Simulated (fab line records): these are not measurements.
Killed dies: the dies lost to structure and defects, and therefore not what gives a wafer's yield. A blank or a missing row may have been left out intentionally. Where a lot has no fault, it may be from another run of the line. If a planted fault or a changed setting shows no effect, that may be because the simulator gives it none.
Which tool was responsible? | flow rit cmos | Sampling: 14 lots, 42 wafers, 3 of 202 route steps

WHAT THE GAUGES READ, wafer by wafer
RIT_PSD_TW_MEAS_10. Usual: PSD_TW gives 3444 (standard deviation 27).
lot  | measured    | on            | PSD_TW         | flag
L716 | day 3 09:10 | film metro-01 | 3478 3488 3466 |
L717 | day 3 10:12 | film metro-01 | 3484 3477 3486 |
L718 | day 3 22:47 | film metro-03 | 3441 3439 3435 |
L720 | day 4 09:02 | film metro-03 | 3436 3432 3450 |
L721 | day 4 15:03 | film metro-04 | 3436 3392 3431 |
L722 | day 4 22:01 | film metro-03 | 3431 3417 3455 |
L724 | day 4 23:50 | film metro-03 | 3440 3453 3451 |
L723 | day 5 00:21 | film metro-03 | 3404 3410 3408 |
L726 | day 5 09:17 | film metro-01 | 3480 3458 3455 |
L728 | day 5 17:55 | film metro-03 | 3304 3313 3299 | OFF
L730 | day 6 01:53 | film metro-01 | 3466 3481 3496 |
L732 | day 6 12:20 | film metro-03 | 3324 3298 3299 | OFF
L736 | day 7 10:58 | film metro-01 | 3476 3485 3452 |
L737 | day 7 14:11 | film metro-04 | 3384 3412 3405 |

RIT_SDANNEAL_RS_MEAS_04: a four-point-probe measurement. Usual: PSD_RS gives 115.8 ohm/sq (standard deviation 0.32).
lot  | measured    | on            | PSD_RS (ohm/sq)   | flag
L716 | day 3 09:40 | film metro-04 | 115.3 115.5 115.6 |
L717 | day 3 10:43 | film metro-01 | 115.7 115.8 115.5 |
L718 | day 3 23:18 | film metro-04 | 115.6 115.7 115.5 |
L720 | day 4 09:31 | film metro-01 | 115.4 115.3 115.3 |
L721 | day 4 15:32 | film metro-03 | 115.8 116.0 116.0 |
L722 | day 4 22:32 | film metro-04 | 115.9 116.1 115.9 |
L724 | day 5 00:19 | film metro-04 | 115.8 115.3 115.4 |
L723 | day 5 00:51 | film metro-03 | 116.1 116.1 116.2 |
L726 | day 5 09:49 | film metro-04 | 116.0 115.7 115.8 |
L728 | day 5 18:26 | film metro-01 | 124.4 124.2 124.5 | OFF
L730 | day 6 02:23 | film metro-01 | 115.6 115.5 116.0 |
L732 | day 6 12:52 | film metro-01 | 124.5 125.2 124.5 | OFF
L736 | day 7 11:39 | film metro-04 | 115.7 115.4 116.0 |
L737 | day 7 14:45 | film metro-01 | 115.7 115.4 115.5 |

EACH LOT AND THE TOOL THAT RAN IT (in order: tool; ch and the chambers of the sampled wafers; start)
lot  | RIT_PSD_IMPLANT_08
L716 | implanter-02 ch 0, day 3 08:52
L717 | implanter-04 ch 0, day 3 09:52
L718 | implanter-03 ch 0, day 3 22:28
L720 | implanter-04 ch 0, day 4 08:42
L721 | implanter-02 ch 0, day 4 14:44
L722 | implanter-03 ch 0, day 4 21:43
L724 | implanter-02 ch 0, day 4 23:31
L723 | implanter-04 ch 0, day 5 00:01
L726 | implanter-02 ch 0, day 5 09:00
L728 | implanter-02 ch 0, day 5 17:36
L730 | implanter-03 ch 0, day 6 01:35
L732 | implanter-02 ch 0, day 6 12:01
L736 | implanter-04 ch 0, day 7 10:38
L737 | implanter-03 ch 0, day 7 13:52
- RIT_PSD_IMPLANT_08

AS READ BY THE TOOLS THEMSELVES (means over the sampled wafers that have a number; for cases with no such wafer, the mark the record gives instead)
RIT_PSD_IMPLANT_08. Usual: end station pressure torr 1.43e-05 Torr, standard deviation 1e-06; tilt deg 6.996 degrees, standard deviation 0.02.
lot  | tool         | end station pressure torr (Torr) | tilt deg (degrees) | flag
L716 | implanter-02 | 1.31e-05                         | 6.991              |
L717 | implanter-04 | 1.47e-05                         | 7.012              |
L718 | implanter-03 | 1.44e-05                         | 7.003              |
L720 | implanter-04 | 1.49e-05                         | 6.980              |
L721 | implanter-02 | 1.27e-05                         | 7.026              |
L722 | implanter-03 | 1.45e-05                         | 6.995              |
L724 | implanter-02 | 1.32e-05                         | 6.981              |
L723 | implanter-04 | 1.47e-05                         | 6.994              |
L726 | implanter-02 | 1.30e-05                         | 7.030              |
L728 | implanter-02 | 1.25e-05                         | -0.009             | OFF
L730 | implanter-03 | 1.50e-05                         | 7.002              |
L732 | implanter-02 | 1.34e-05                         | -0.033             | OFF
L736 | implanter-04 | 1.46e-05                         | 7.003              |
L737 | implanter-03 | 1.46e-05                         | 6.991              |

THE ANSWER, worked out from the rows above alone
Rule: a lot counts as off when the mean over its wafers that have a number is more than 3 standard deviations away from the usual mean. Also off: a lot with no number at a reading for which 4 or more lots have one. All remaining lots with rows at the step are treated as sound. After the gauges, taken in route order, come the tools' own readings; for these a lot's mean is taken, as printed above. At the first step where some lot is off, the reading lying furthest off is the one used; lots without a number count as furthest.
Off: at RIT_PSD_TW_MEAS_10 (PSD_TW), L728, L732.
A tool fits if, at a process step before that reading, it ran every lot that is off, and no sound lot after the first of them. The gauges at RIT_PSD_TW_MEAS_10 aren't tried: what is off there is off at RIT_SDANNEAL_RS_MEAS_04 too, on other tools, and a gauge's error can't cause that. One fits: RIT_PSD_IMPLANT_08 on implanter-02. A fault onset in the window from L726 (day 5 09:00, its last sound lot) to L728 (day 5 17:36, its first lot off) fits.
The tool's own readings at RIT_PSD_IMPLANT_08 bear it out: on the lots that are off they differ by more than 5 times the standard deviation of the sound lots' means. tilt deg reads -0.021 degrees there against 7.001 degrees on the sound lots.

WHAT HAD BEEN PUT IN BY THE SIMULATOR
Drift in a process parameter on implanter-02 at RIT_PSD_IMPLANT_08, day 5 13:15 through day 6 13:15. A move of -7 in setting tilt deg, from 7. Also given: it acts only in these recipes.
Struck lots among those shown: L728, L732. The same result came from the rule above.
